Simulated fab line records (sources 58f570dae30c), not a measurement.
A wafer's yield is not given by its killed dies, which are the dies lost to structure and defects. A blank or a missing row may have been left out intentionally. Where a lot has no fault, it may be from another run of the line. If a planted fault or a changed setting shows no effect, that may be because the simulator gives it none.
The same fault as seen by 2 desks    flow berkeley cmos170    each desk has only its own numbers; what lay behind them comes last

FOR THE TOOL OWNER'S DESK: litho track-02
Per lot that ran on this tool, the mean of the sampled wafers carrying a number, from the tool's own readings at UCB170_NWELL_SOFTBAKE_08 (time 60 s). Any lot whose mean is over 4 standard deviations away from the usual mean is out of limits and marked OUT; that distance is given in the brackets.
Columns: A = exhaust pa at UCB170_NWELL_SOFTBAKE_08, usual 45.0 Pa; B = heater power total W at UCB170_NWELL_SOFTBAKE_08, usual 56.80 W; C = plate temp C at UCB170_NWELL_SOFTBAKE_08, usual 130.04 C; D = run length s at UCB170_NWELL_SOFTBAKE_08, usual 89.18 s
lot   first seen here  A     B      C       D
L795  day 2 15:32      45.2  56.80  130.12  88.86
L799  day 3 01:59      45.2  56.80  129.90  88.77
L803  day 3 21:40      43.9  56.82  129.96  88.78
L804  day 4 01:35      44.6  56.80  129.97  88.92
L805  day 4 06:37      46.1  56.77  130.04  88.99
L809  day 5 03:04      46.4  56.80  129.92  112.29 (+77) OUT
L811  day 5 08:34      43.8  56.78  130.04  112.37 (+77) OUT
This desk's finding: out of limits on L809, L811; first on L809, day 5 03:04 (run length s at UCB170_NWELL_SOFTBAKE_08). In limits: L795, L799, L803, L804, L805.

FROM THE METROLOGY DESK
What the gauges read, lot by lot, whatever tool the lot ran on: means of the sampled wafers that have a number. Any lot whose mean is over 4 standard deviations away from the usual mean is out of limits and marked OUT; that distance is given in the brackets.
Columns: A = FIELD_OXIDE_THK at UCB170_FIELD_THK_MEAS_02, usual 562 nm
lot   first seen here  A
L795  day 4 19:14      557
L799  day 5 08:31      573
L800  day 5 08:36      573
L801  day 5 12:58      579
L798  day 5 12:58      566
L802  day 5 12:59      567
L803  day 5 23:51      549
L805  day 6 14:30      547
L804  day 6 14:31      549
L810  day 7 14:32      566
L809  day 7 14:36      579
L811  day 7 14:36      569
L817  day 9 12:04      572
L816  day 9 12:05      573
This desk's verdict: no lot among the 14 shows anything out of limits.

TAKEN TOGETHER
At day 5 03:04, on L809, L811, the tool owner's desk was in a position to raise an alarm.
Metrology desk: nothing out of limits seen.
The metrology desk holds a record of L809, L811, inside its limits.
The lots listed all ran UCB170_NWELL_SOFTBAKE_08 on litho track-02.

WHAT THE SIMULATOR HAD PUT IN
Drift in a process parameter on litho track-02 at UCB170_NWELL_SOFTBAKE_08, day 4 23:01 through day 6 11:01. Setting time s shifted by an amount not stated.
Shown lots that were struck: L809, L811.
Each desk's first reading out of limits, in hours after the fault started: the tool owner's desk, 4.
